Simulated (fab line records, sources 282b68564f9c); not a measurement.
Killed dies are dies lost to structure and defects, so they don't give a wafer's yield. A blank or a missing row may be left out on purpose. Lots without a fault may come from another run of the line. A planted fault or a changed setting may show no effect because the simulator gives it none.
Which tool did it? | flow rit_cmos | 14 lots, 42 wafers sampled, at 2 steps of a route of 202

WHAT THE GAUGES READ, wafer by wafer
The record holds no reading of a measuring or inspecting step that can be judged against a usual standard deviation.

WHICH TOOL RAN EACH LOT (tool, then ch and the chambers of the sampled wafers, then the start)
lot  | RIT_GATE_OXIDATION_05        | RIT_M1_PROBE_99
L753 | furnace-03 ch 0, day 2 09:59 | -
L754 | furnace-03 ch 0, day 2 14:50 | -
L755 | furnace-04 ch 0, day 2 20:17 | -
L756 | furnace-04 ch 0, day 3 00:19 | -
L757 | furnace-04 ch 0, day 3 09:00 | -
L759 | furnace-01 ch 0, day 3 15:49 | -
L760 | furnace-01 ch 0, day 3 20:55 | -
L762 | furnace-04 ch 0, day 4 10:37 | -
L767 | furnace-04 ch 0, day 5 11:11 | -
L771 | furnace-03 ch 0, day 6 03:40 | -
L770 | furnace-04 ch 0, day 6 10:02 | -
L774 | furnace-03 ch 0, day 6 23:44 | -
L775 | furnace-03 ch 0, day 7 06:56 | -
L776 | furnace-03 ch 0, day 7 08:01 | prober-02, day 8 12:31
- RIT_GATE_OXIDATION_05: target thk 3 nm, ox time 270 s.
- RIT_M1_PROBE_99

WHAT THE TOOLS THEMSELVES READ (means of the sampled wafers that have a number; where no wafer has one, the mark that the record gives instead)
RIT_GATE_OXIDATION_05. Usual: spike_tc_centre_C 901.9 C, standard deviation 1.6; spike_tc_source_C 922.5 C, standard deviation 2.1; tube_center_temp_C 900 C, standard deviation 0.083; tube_center_temp_C_max 902.4, standard deviation 0.4.
lot  | tool       | spike_tc_centre_C (C) | spike_tc_source_C (C) | tube_center_temp_C (C) | tube_center_temp_C_max | flag
L753 | furnace-03 | 903.3                 | 922.6                 | 900                    | 902.3                  |
L754 | furnace-03 | 903.5                 | 924.5                 | 900                    | 902.1                  |
L755 | furnace-04 | 900.6                 | 920.7                 | 900                    | 902.5                  |
L756 | furnace-04 | 900.5                 | 920.1                 | 900                    | 902.2                  |
L757 | furnace-04 | 900.8                 | 919.9                 | 900                    | 902.4                  |
L759 | furnace-01 | 900.7                 | 924.1                 | 900                    | 902.3                  |
L760 | furnace-01 | 902.1                 | 923.3                 | 900                    | 902.2                  |
L762 | furnace-04 | 900.1                 | 919.5                 | 900                    | 902.3                  |
L767 | furnace-04 | 895.3                 | 914.5                 | 895                    | 897.7                  | OFF
L771 | furnace-03 | 902.9                 | 924.4                 | 900                    | 902.2                  |
L770 | furnace-04 | 896.3                 | 916.0                 | 895                    | 897.2                  | OFF
L774 | furnace-03 | 904.1                 | 924.0                 | 900                    | 902.1                  |
L775 | furnace-03 | 903.4                 | 924.3                 | 900                    | 902.8                  |
L776 | furnace-03 | 903.3                 | 924.0                 | 900                    | 902.6                  |

RIT_M1_PROBE_99. Usual: killed_at_M0_to_M3 0.0, standard deviation 0.083; killed_at_contacts 0.1, standard deviation 0.23; killed_at_front_end 7, standard deviation 3.1; killed_dies 7, standard deviation 3.1; killed_open 3.3, standard deviation 2; killed_short 3.6, standard deviation 1.9.
lot  | tool      | killed_at_M0_to_M3 | killed_at_contacts | killed_at_front_end | killed_dies | killed_open | killed_short | flag
L776 | prober-02 | 0.0                | 0.0                | 4                   | 4           | 1.3         | 2.3          |

THE ANSWER, worked out from the rows above alone
Rule: a lot is off if the mean of its wafers that have a number lies more than 3 standard deviations from the usual mean. A lot without any number at a reading at which 4 lots or more have one is off too. The other lots that the step has rows for count as sound. The gauges are gone through in route order, then the tools' own readings, and for those a lot's mean is taken as printed above. The first step at which some lot is off is used, and at that step the reading that is off furthest; a lot without a number counts as furthest.
Off: L767, L770, at RIT_GATE_OXIDATION_05 (tube_center_temp_C).
A tool fits if, at that step or a process step before it, it ran every lot that is off, and no sound lot after the first of them. One fits: furnace-04 at RIT_GATE_OXIDATION_05. Its last sound lot is L762 (day 4 10:37), its first lot that is off L767 (day 5 11:11): a fault that began between those two fits.
The tool's own readings at RIT_GATE_OXIDATION_05 bear it out: on the lots that are off they differ by more than 5 times the standard deviation of the sound lots' means. tube_center_temp_C reads 895 C there against 900 C on the sound lots; tube_center_temp_C_max reads 897.5 there against 902.3 on the sound lots.

WHAT THE SIMULATOR HAD PUT IN
Process parameter drift: furnace-04, from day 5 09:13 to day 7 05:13, at RIT_GATE_OXIDATION_05. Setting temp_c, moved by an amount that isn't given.
Lots struck among those shown: L767, L770. The rule above found the same.
